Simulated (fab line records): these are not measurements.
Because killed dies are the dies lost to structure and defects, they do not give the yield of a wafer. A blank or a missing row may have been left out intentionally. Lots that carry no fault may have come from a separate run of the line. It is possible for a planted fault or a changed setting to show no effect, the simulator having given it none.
Chamber matching | flow berkeley cmos170 | rie si-01 running UCB170_GATE_ETCH_15: 4 sister chambers
The step etches poly-Si in HBr/Cl2, stops on SiO2, time 56.3 s, target depth 278.2 nm. 8 wafers are shown with their chamber, then 7 later ones without.

WAFERS WITH THEIR CHAMBER
wafer  | chamber | throttle valve pct (%) | drypump motor current A (A)
L100.2 | 3       | 26.64                  | 6.0
L100.6 | 2       | 26.61                  | 6.0
L103.1 | 3       | 26.65                  | 6.0
L103.3 | 1       | 26.19                  | 5.9
L102.5 | 0       | 26.38                  | 6.1
L102.6 | 1       | 26.21                  | 5.9
L105.2 | 0       | 26.37                  | 6.0
L105.4 | 2       | 26.59                  | 6.1

WAFERS MISSING THEIR CHAMBER
wafer  | throttle valve pct (%) | drypump motor current A (A)
L105.6 | 26.19                  | 5.9
L117.1 | 26.63                  | 6.0
L117.2 | 26.21                  | 5.9
L117.3 | 26.38                  | 6.1
L122.1 | 26.59                  | 6.1
L122.4 | 26.64                  | 6.0
L122.6 | 26.39                  | 6.1

WHICH CHAMBER EACH ONE RAN IN
wafer  | from the rows above     | in truth
L105.6 | 1                       | 1
L117.1 | can't be placed: 3 or 2 | 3
L117.2 | 1                       | 1
L117.3 | 0                       | 0
L122.1 | 2                       | 2
L122.4 | 3                       | 3
L122.6 | 0                       | 0
Placed correctly: 6 of 7. These rows do not allow placing 1 (true chamber among the candidates in 1). Wrongly placed: 0.
How it was worked out, from the rows above alone: a wafer's distance from a chamber is the root of the sum, over the readings, of the square of ((its reading less the chamber's mean) divided by the reading's scatter). The wafer belongs to the nearest chamber; if the next one is less than 2 further off, it can't be placed. The mean given for a chamber averages the wafers shown for that chamber. The scatter: take each reading less its chamber's mean, square it, sum over the shown wafers, divide by the number of wafers less the number of chambers, and take the root.
